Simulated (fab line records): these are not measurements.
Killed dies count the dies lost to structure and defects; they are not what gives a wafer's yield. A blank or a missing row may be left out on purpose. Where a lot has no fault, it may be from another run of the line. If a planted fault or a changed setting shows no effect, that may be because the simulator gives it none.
The same fault as seen by 2 desks / flow berkeleyCmos170 / every desk sees just its own numbers, and what lay behind them comes last

== DESK OF THE TOOL OWNER: pvdSputter-02 ==
The tool's own readings at UCB170_M3_SPUTTER_01 (material Al, target thk 900 nm, time 120 s): means of the sampled wafers that have a number, for each lot that ran on this tool. Marked OUT: a lot whose mean sits more than 4 standard deviations from the usual mean, which makes it out of limits; the brackets give that distance.
Columns: A = throttleValvePct at UCB170_M3_SPUTTER_01, usual 29.9 %
lot=L474; first seen here=day 8 23:23; A=30.0
lot=L478; first seen here=day 9 16:45; A=29.5
lot=L485; first seen here=day 11 09:28; A=29.2
Finding of this desk: none of the 3 lots has anything out of limits.

== FROM THE METROLOGY DESK ==
What the gauges read, lot by lot, whatever tool the lot ran on: means of the sampled wafers that have a number. Marked OUT: a lot whose mean sits more than 4 standard deviations from the usual mean, which makes it out of limits; the brackets give that distance.
Columns: A = V1_OVL at UCB170_V1_OVL_MEAS_13, usual -2 nm; B = V2_POLISHED_THK at UCB170_V2_THK_MEAS_04, usual 999.7 nm; C = M3_AL_RS at UCB170_M3_RS_MEAS_02, usual 0.0321 ohm/sq; D = M3_AL_THK at UCB170_M3_THK_MEAS_03, usual 898 nm; E = M3_OVL at UCB170_M3_OVL_MEAS_16, usual 2 nm
lot=L474; first seen here=day 8 16:50; A=-3; B=999.6; C=0.0317; D=908; E=13
lot=L475; first seen here=day 8 18:43; A=-5; B=999.3; C=0.0314; D=913; E=5
lot=L477; first seen here=day 9 07:19; A=3; B=999.9; C=0.0320; D=897; E=-9
lot=L478; first seen here=day 9 09:49; A=-6; B=999.4; C=0.0323; D=899; E=-5
lot=L482; first seen here=day 9 22:38; A=4; B=1000.5; C=0.0323; D=898; E=1
lot=L483; first seen here=day 9 23:24; A=2; B=1000.9; C=0.0322; D=898; E=2
lot=L485; first seen here=day 11 03:11; A=-4; B=999.0; C=0.0543 (+65) OUT; D=706 (-19) OUT; E=3
lot=L484; first seen here=day 11 05:19; A=-1; B=999.3; C=0.0322; D=894; E=6
lot=L489; first seen here=day 11 19:25; A=-3; B=998.9; C=0.0321; D=899; E=-2
lot=L490; first seen here=day 12 07:16; A=-3; B=999.8; C=0.0323; D=895; E=-6
lot=L493; first seen here=day 12 20:41; A=0; B=999.6; C=0.0324; D=889; E=3
lot=L494; first seen here=day 13 02:15; A=1; B=999.2; C=0.0319; D=902; E=4
lot=L492; first seen here=day 13 02:32; A=-2; B=1000.6; C=0.0319; D=903; E=0
This desk finds L485 out of limits, with the earliest case on L485 at day 11 09:34 (M3_AL_RS at UCB170_M3_RS_MEAS_02). In limits: L474, L475, L477, L478, L482, L483, L484, L489, L490, L493, L494, L492.

== ALL TOGETHER ==
An alarm was possible from the metrology desk at day 11 09:34, on L485.
The desk of the tool owner found nothing out of limits.
Tool owner's desk: L485 on record, inside its limits.
Every lot named ran UCB170_M3_SPUTTER_01 on pvdSputter-02.

== WHAT THE SIMULATOR HAD INSERTED ==
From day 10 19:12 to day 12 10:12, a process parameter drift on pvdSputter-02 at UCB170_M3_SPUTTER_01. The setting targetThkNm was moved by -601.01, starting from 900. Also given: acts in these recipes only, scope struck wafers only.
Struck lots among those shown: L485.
Hours from the fault's start to each desk's first reading out of limits: the metrology desk, 14.
